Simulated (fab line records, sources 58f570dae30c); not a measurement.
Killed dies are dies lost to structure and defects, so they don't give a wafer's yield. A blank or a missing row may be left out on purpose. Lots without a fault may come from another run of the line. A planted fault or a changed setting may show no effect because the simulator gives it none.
One fault seen from 2 desks | flow berkeley_cmos170 | each desk has only its own numbers; what lay behind them comes last

THE METROLOGY DESK
What the gauges read, lot by lot, whatever tool the lot ran on: means of the sampled wafers that have a number. A lot is out of limits, marked OUT, if its mean lies more than 4 standard deviations from the usual mean; the brackets give that distance.
Columns: A = M1_AL_RS at UCB170_M1_RS_MEAS_01, usual 0.0486 ohm/sq
lot  | first seen here | A
L464 | day 8 08:44     | 0.0489
L463 | day 8 12:03     | 0.0480
L465 | day 9 06:20     | 0.0475
L467 | day 9 06:32     | 0.0478
L470 | day 9 20:35     | 0.0489
L471 | day 10 03:42    | 0.0494
L476 | day 10 22:25    | 0.0479
L475 | day 10 22:36    | 0.0489
L474 | day 10 23:03    | 0.0474
L480 | day 12 00:10    | 0.0483
L481 | day 12 00:28    | 0.0489
L479 | day 12 00:58    | 0.0486
L482 | day 12 19:08    | 0.0482
L484 | day 12 19:12    | 0.0480
This desk's finding: nothing out of limits on any of the 14 lots.

THE TOOL OWNER'S DESK: rie_diel-03
The tool's own readings at UCB170_SPACER_ETCHBACK_03 (etches SiO2 in CHF3/CF4/Ar, stops on Si, target depth 376 nm, time 100 s): means of the sampled wafers that have a number, for each lot that ran on this tool. A lot is out of limits, marked OUT, if its mean lies more than 4 standard deviations from the usual mean; the brackets give that distance.
Columns: A = drypump_motor_current_A at UCB170_SPACER_ETCHBACK_03, usual 5.9 A; B = oes_product_au at UCB170_SPACER_ETCHBACK_03, usual 0.873 a.u.; C = throttle_valve_pct at UCB170_SPACER_ETCHBACK_03, usual 6.48 %
lot  | first seen here | A   | B                | C
L464 | day 7 19:53     | 5.3 | 0.893            | 6.48
L467 | day 8 14:00     | 5.7 | 0.885            | 6.51
L471 | day 9 12:02     | 6.3 | 0.858            | 6.48
L475 | day 10 08:40    | 5.3 | 0.899            | 6.49
L480 | day 11 08:23    | 6.0 | 0.766 (-5.6) OUT | 6.51
L484 | day 12 01:59    | 5.9 | 0.818            | 6.46
This desk's finding: out of limits on L480; first on L480, day 11 08:23 (oes_product_au at UCB170_SPACER_ETCHBACK_03). In limits: L464, L467, L471, L475, L484.

PUT TOGETHER
The tool owner's desk could have raised an alarm at day 11 08:23, on L480.
The metrology desk saw nothing out of limits.
The metrology desk has L480 on record, within its limits.
Of the lots named, all ran UCB170_SPACER_ETCHBACK_03 on rie_diel-03.

WHAT THE SIMULATOR HAD PUT IN
Process parameter drift: rie_diel-03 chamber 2, from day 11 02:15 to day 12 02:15, at UCB170_SPACER_ETCHBACK_03. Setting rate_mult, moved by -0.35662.
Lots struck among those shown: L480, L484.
Hours from the fault's start to each desk's first reading out of limits: the tool owner's desk, 6.
